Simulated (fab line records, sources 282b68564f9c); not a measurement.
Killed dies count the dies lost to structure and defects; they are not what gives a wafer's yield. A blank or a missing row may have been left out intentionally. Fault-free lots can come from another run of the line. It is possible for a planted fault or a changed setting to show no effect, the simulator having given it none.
fab line records | flow ritCmos
record lots=15 | wafers=45 | lastDay=8
route steps=202 shown FOX1@20
lots that met no fault: taken from a fault-free run of the same line
startH: start of the lot's first displayed wafer, in hours after the record's first day | waitH: hours elapsed since this lot's preceding step | " unchanged from the row above | L1.1+2: one row covering several wafers at once | - value missing, or start not given | * or withheld: withheld | < > ~ a bound
route shown NAME@n: names a module that has steps shown in the file, with the first one's number in the route | usual: mean/standard deviation of fault-free wafers | same: alike in all rows | chamber/n: place in a boat | sites: the reading at each site | _std_site: how widely they spread, as a standard deviation | _edge_site: outer sites' mean less inner sites' | radiusMm: for every site, how far away it sits from the centre of the wafer | mask NAME#n: copy n | behind: the tool/chamber that last shaped the wafer | hold: what put the lot on hold/how long, in hours/how the hold closed | device: the n, p or np transistor that did not switch | end of line: the tests these same wafers got at the end of their route | a step with no rows: only its recipe | killed: at the first sort, the dies lost to defects and structure; wafer yield is something else | map: a wafer's dies, x killed, . not, _ none there
set.NAME: the setting that was run; set.NAME@STEP: the one run at that earlier step | model.NAME: the simulator's own value behind a step, which no gauge read
a sample of lots followed through the steps of the route, with each step as a table and each wafer as a row
services: from which hour (startH, from the record's first day; less than 0 if before it) a tool's chamber was out of use, for how many hours, and why
## steps
# step RIT_FOX1_OXIDATION_00
# recipe tempC=1100 | ambient=H2O | targetThkA=3507 | pH2oTorr=720 | oxTimeS=1130
# usual spikeTcCentreC=1102.9/1.1 | spikeTcLoadC=1126/3.5 | spikeTcSourceC=1126.4/1.3 | tubeCenterTempC=1100/0.11 | tube_center_temp_C_max=1102.8/0.47
lot.wafer | tool       | chamber | startH | waitH | spikeTcCentreC | spikeTcLoadC | spikeTcSourceC | tubeCenterTempC | tube_center_temp_C_max
L291.3    | furnace-01 | 0       | 18.50  | 2.8   | 1102.8         | 1123         | 1123.9         | 1100            | 1102.9
L291.5    | "          | 0       | "      | "     | 1105.0         | 1127         | 1124.8         | 1100            | 1104.0
L291.6    | "          | 0       | "      | "     | 1103.7         | 1124         | 1124.3         | 1100            | 1102.1
L292.2    | furnace-04 | 0       | 23.78  | 1.2   | 1104.1         | 1122         | 1126.9         | 1099.9          | 1102.8
L292.4    | "          | 0       | "      | "     | 1103.4         | 1124         | 1127.0         | 1100            | 1102.1
L292.6    | "          | 0       | "      | "     | 1103.1         | 1124         | 1125.9         | 1099.9          | 1102.5
L294.3    | furnace-03 | 0       | 32.10  | 0.7   | 1102.0         | 1131         | 1126.6         | 1100.1          | 1102.9
L294.4    | "          | 0       | "      | "     | 1101.8         | 1131         | 1127.9         | 1100.1          | 1103.5
L294.6    | "          | 0       | "      | "     | 1103.6         | 1131         | 1127.7         | 1099.8          | 1102.8
L295.1    | furnace-01 | 0       | 38.58  | 2.9   | 1102.2         | 1125         | 1125.2         | 1100            | 1102.7
L295.2    | "          | 0       | "      | "     | 1102.9         | 1125         | 1125.3         | 1100            | 1102.8
L295.3    | "          | 0       | "      | "     | 1102.6         | 1125         | 1124.3         | 1100            | 1102.7
L296.2    | furnace-01 | 0       | 44.32  | 0.2   | 1103.1         | 1126         | 1126.2         | 1100            | 1102.6
L296.3    | "          | 0       | "      | "     | 1102.2         | 1122         | 1125.2         | 1100.1          | 1102.6
L296.6    | "          | 0       | "      | "     | 1102.8         | 1125         | 1125.3         | 1100            | 1102.7
L298.2    | furnace-04 | 0       | 53.17  | 2.5   | 1104.0         | 1124         | 1126.4         | 1099.9          | 1102.2
L298.3    | "          | 0       | "      | "     | 1103.2         | 1124         | 1127.2         | 1100            | 1102.7
L298.6    | "          | 0       | "      | "     | 1103.8         | 1123         | 1126.8         | 1099.9          | 1103.4
L299.1    | furnace-01 | 0       | 59.15  | 1.6   | 1103.0         | 1125         | 1124.7         | 1099.8          | 1102.5
L299.4    | "          | 0       | "      | "     | 1103.6         | 1125         | 1125.3         | 1100            | 1102.5
L299.5    | "          | 0       | "      | "     | 1103.5         | 1124         | 1126.8         | 1100            | 1102.5
L300.3    | furnace-03 | 0       | 67.29  | 5.9   | 1101.9         | 1132         | 1125.9         | 1100            | 1102.8
L300.5    | "          | 0       | "      | "     | 1103.1         | 1131         | 1127.7         | 1100            | 1102.6
L300.6    | "          | 0       | "      | "     | 1101.3         | 1131         | 1127.4         | 1100.2          | 1103.2
L302.3    | furnace-01 | 0       | 72.05  | 0.2   | 1102.6         | 1124         | 1124.1         | 1100.2          | 1102.3
L302.5    | "          | 0       | "      | "     | 1103.1         | 1123         | 1127.1         | 1099.8          | 1102.2
L302.6    | "          | 0       | "      | "     | 1102.7         | 1124         | 1125.0         | 1100            | 1103.9
L303.3    | furnace-04 | 0       | 76.73  | 1.1   | 1102.7         | 1124         | 1126.1         | 1099.9          | 1102.7
L303.4    | "          | 0       | "      | "     | 1102.8         | 1124         | 1125.8         | 1100            | 1102.9
L303.6    | "          | 0       | "      | "     | 1103.3         | 1121         | 1126.3         | 1099.9          | 1103.4
L304.1    | furnace-03 | 0       | 84.27  | 2.1   | 1075.9         | 1105         | 1102.6         | 1075            | 1078.6
L304.2    | "          | 0       | "      | "     | 1076.5         | 1105         | 1102.9         | 1074.9          | 1077.6
L304.3    | "          | 0       | "      | "     | 1077.1         | 1106         | 1101.3         | 1074.7          | 1077.1
L305.1    | furnace-03 | 0       | 86.66  | 1.0   | 1076.7         | 1106         | 1102.1         | 1075.1          | 1079.3
L305.5    | "          | 0       | "      | "     | 1078.0         | 1108         | 1101.0         | 1075            | 1078.0
L305.6    | "          | 0       | "      | "     | 1076.0         | 1107         | 1102.3         | 1075            | 1077.6
L308.3    | furnace-03 | 0       | 103.79 | 0.0   | 1077.8         | 1104         | 1101.7         | 1075.1          | 1077.8
L308.5    | "          | 0       | "      | "     | 1077.6         | 1105         | 1102.5         | 1075.1          | 1077.8
L308.6    | "          | 0       | "      | "     | 1078.7         | 1106         | 1102.4         | 1074.8          | 1077.3
L311.1    | furnace-01 | 0       | 118.23 | 1.1   | 1102.3         | 1126         | 1125.1         | 1099.9          | 1103.4
L311.2    | "          | 0       | "      | "     | 1101.3         | 1123         | 1125.8         | 1100            | 1102.9
L311.4    | "          | 0       | "      | "     | 1103.4         | 1123         | 1124.6         | 1100            | 1102.4
L314.1    | furnace-04 | 0       | 131.00 | 0.5   | 1103.8         | 1124         | 1125.9         | 1100            | 1102.4
L314.2    | "          | 0       | "      | "     | 1102.8         | 1123         | 1127.2         | 1100            | 1102.5
L314.6    | "          | 0       | "      | "     | 1104.2         | 1122         | 1126.8         | 1099.7          | 1102.5
# step RIT_FOX1_THK_MEAS_01
# recipe reads=SiO2_of_FOX1_OXIDATION_00
# usual FOX1_OXIDE_THK=353/8.5
lot.wafer | tool         | chamber | startH | waitH | FOX1_OXIDE_THK[nm]
L291.3    | filmMetro-02 | -       | 19.83  | 0.0   | 364
L291.5    | "            | -       | "      | "     | 358
L291.6    | "            | -       | "      | "     | 355
L292.2    | filmMetro-03 | -       | 25.11  | 0.0   | 351
L292.4    | "            | -       | "      | "     | 355
L292.6    | "            | -       | "      | "     | 360
L294.3    | filmMetro-01 | -       | 33.43  | 0.0   | 345
L294.4    | "            | -       | "      | "     | 343
L294.6    | "            | -       | "      | "     | 348
L295.1    | filmMetro-03 | -       | 39.89  | 0.0   | 364
L295.2    | "            | -       | "      | "     | 363
L295.3    | "            | -       | "      | "     | 368
L296.2    | filmMetro-02 | -       | 45.65  | 0.0   | 360
L296.3    | "            | -       | "      | "     | 358
L296.6    | "            | -       | "      | "     | 363
L298.2    | filmMetro-03 | -       | 54.49  | 0.0   | 365
L298.3    | "            | -       | "      | "     | 355
L298.6    | "            | -       | "      | "     | 356
L299.1    | filmMetro-03 | -       | 60.47  | 0.0   | 369
L299.4    | "            | -       | "      | "     | 366
L299.5    | "            | -       | "      | "     | 362
L300.3    | filmMetro-01 | -       | 68.62  | 0.0   | 347
L300.5    | "            | -       | "      | "     | 347
L300.6    | "            | -       | "      | "     | 346
L302.3    | filmMetro-01 | -       | 73.39  | 0.0   | 350
L302.5    | "            | -       | "      | "     | 342
L302.6    | "            | -       | "      | "     | 341
L303.3    | filmMetro-03 | -       | 78.06  | 0.0   | 356
L303.4    | "            | -       | "      | "     | 359
L303.6    | "            | -       | "      | "     | 353
L304.1    | filmMetro-02 | -       | 85.58  | 0.0   | 309
L304.2    | "            | -       | "      | "     | 304
L304.3    | "            | -       | "      | "     | 308
L305.1    | filmMetro-02 | -       | 87.97  | 0.0   | 317
L305.5    | "            | -       | "      | "     | 317
L305.6    | "            | -       | "      | "     | 318
L308.3    | filmMetro-03 | -       | 105.20 | 0.1   | 287
L308.5    | "            | -       | "      | "     | 287
L308.6    | "            | -       | "      | "     | 288
L311.1    | filmMetro-03 | -       | 119.55 | 0.0   | 351
L311.2    | "            | -       | "      | "     | 367
L311.4    | "            | -       | "      | "     | 358
L314.1    | filmMetro-01 | -       | 132.31 | 0.0   | 355
L314.2    | "            | -       | "      | "     | 353
L314.6    | "            | -       | "      | "     | 349
## services
tool       | chamber | startH | hours | kind
furnace-04 | -       | 62.55  | 2.7   | pm
furnace-01 | -       | 81.33  | 1.7   | pm
## key
firstSign step=RIT_FOX1_OXIDATION_00 | reading=tubeCenterTempC | direction=down | sigmas=99+ | usual=* | struck=*
effect step=RIT_FOX1_OXIDATION_00 | reading=tube_center_temp_C_max | direction=down | sigmas=53 | usual=* | struck=*
effect step=RIT_FOX1_THK_MEAS_01 | reading=FOX1_OXIDE_THK | direction=down | sigmas=5.7 | usual=353 | struck=304
metAt RIT_FOX1_OXIDATION_00
struckLots L304,L305,L308
testerLeftOut L304,L305,L308
fault kind=processParameterDrift | tool=furnace-03 | chamber=- | onsetH=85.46 | steps=RIT_FOX1_OXIDATION_00 | channel=tempC | offset=* | shape=step | endH=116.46 | actsIn=* | stated=*
# testerLeftOut: of these lots the tester's yield and bins aren't shown, on N5 and GAA mostly nor the transistor test; their killed dies are dies lost to structure and defects alone, not to doping, threshold or leakage, so they don't give the yield
